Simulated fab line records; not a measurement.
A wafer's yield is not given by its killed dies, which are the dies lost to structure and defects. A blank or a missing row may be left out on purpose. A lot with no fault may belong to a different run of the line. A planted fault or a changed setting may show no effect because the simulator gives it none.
Which tool did it? || flow rit-cmos || route of 202 steps, sampled at 1 step: 14 lots, 42 wafers

== WHAT THE GAUGES READ, wafer by wafer ==
The record lacks any reading of a measuring or inspecting step that a usual standard deviation could be used to judge.

== EACH LOT AND THE TOOL THAT RAN IT (in order: tool; ch and the chambers of the sampled wafers; start) ==
{"lot": "L514", "RIT_NSD_PEB_04": "litho-track-02 ch 0, day 2 22:31"}
{"lot": "L515", "RIT_NSD_PEB_04": "litho-track-01 ch 0, day 3 03:00"}
{"lot": "L516", "RIT_NSD_PEB_04": "litho-track-02 ch 0, day 3 09:59"}
{"lot": "L517", "RIT_NSD_PEB_04": "litho-track-01 ch 0, day 3 14:19"}
{"lot": "L518", "RIT_NSD_PEB_04": "litho-track-02 ch 0, day 3 20:58"}
{"lot": "L520", "RIT_NSD_PEB_04": "litho-track-03 ch 0, day 4 05:55"}
{"lot": "L521", "RIT_NSD_PEB_04": "litho-track-03 ch 0, day 4 09:59"}
{"lot": "L528", "RIT_NSD_PEB_04": "litho-track-03, day 6 02:49"}
{"lot": "L529", "RIT_NSD_PEB_04": "litho-track-03, day 6 06:40"}
{"lot": "L533", "RIT_NSD_PEB_04": "litho-track-03 ch 0, day 6 21:47"}
{"lot": "L534", "RIT_NSD_PEB_04": "litho-track-01 ch 0, day 7 02:50"}
{"lot": "L535", "RIT_NSD_PEB_04": "litho-track-02 ch 0, day 7 07:10"}
{"lot": "L536", "RIT_NSD_PEB_04": "litho-track-01 ch 0, day 7 14:31"}
{"lot": "L537", "RIT_NSD_PEB_04": "litho-track-01 ch 0, day 7 21:25"}
- RIT_NSD_PEB_04

== WHAT THE TOOLS THEMSELVES READ (means of the sampled wafers that have a number; where no wafer has one, the mark that the record gives instead) ==
RIT_NSD_PEB_04.
{"lot": "L514", "tool": "litho-track-02", "exhaust-pa (Pa)": 44.1}
{"lot": "L515", "tool": "litho-track-01", "exhaust-pa (Pa)": 42.9}
{"lot": "L516", "tool": "litho-track-02", "exhaust-pa (Pa)": 45.0}
{"lot": "L517", "tool": "litho-track-01", "exhaust-pa (Pa)": 45.1}
{"lot": "L518", "tool": "litho-track-02", "exhaust-pa (Pa)": 45.6}
{"lot": "L520", "tool": "litho-track-03", "exhaust-pa (Pa)": 45.1}
{"lot": "L521", "tool": "litho-track-03", "exhaust-pa (Pa)": 45.5}
{"lot": "L528", "tool": "litho-track-03", "exhaust-pa (Pa)": "-"}
{"lot": "L529", "tool": "litho-track-03", "exhaust-pa (Pa)": "-"}
{"lot": "L533", "tool": "litho-track-03", "exhaust-pa (Pa)": 45.9}
{"lot": "L534", "tool": "litho-track-01", "exhaust-pa (Pa)": 44.0}
{"lot": "L535", "tool": "litho-track-02", "exhaust-pa (Pa)": 44.8}
{"lot": "L536", "tool": "litho-track-01", "exhaust-pa (Pa)": 45.2}
{"lot": "L537", "tool": "litho-track-01", "exhaust-pa (Pa)": 44.9}

== THE ANSWER, worked out from the rows above alone ==
Rule: usual is defined by the lots themselves. Put in order of their means at a reading, lots are off if they are a third of the lots or fewer, leave a main group of 4 or more, and stand apart from it by a gap of 3 or more times the standard deviation of the main group's means; of several such gaps the widest counts. A main group whose means are all the same, to the digits that the tables above print for the reading, isn't used. A lot without any number at a reading at which 4 lots or more have one is off too. All remaining lots with rows at the step are treated as sound. First the gauges in route order, then the tools' own readings, where a lot's mean is used as printed above. At the first step where some lot is off, the reading lying furthest off is the one used; lots without a number count as furthest.
Off: L528, L529 (RIT_NSD_PEB_04, exhaust-pa). Without a number there: L528, L529. Mean 44.8 Pa and standard deviation 0.79 in the main group.
If a tool, at that step or one of the process steps before it, ran each lot that is off and ran no sound lot following the first of them, it fits. Of those tried, none fits.

== WHAT HAD BEEN PUT IN BY THE SIMULATOR ==
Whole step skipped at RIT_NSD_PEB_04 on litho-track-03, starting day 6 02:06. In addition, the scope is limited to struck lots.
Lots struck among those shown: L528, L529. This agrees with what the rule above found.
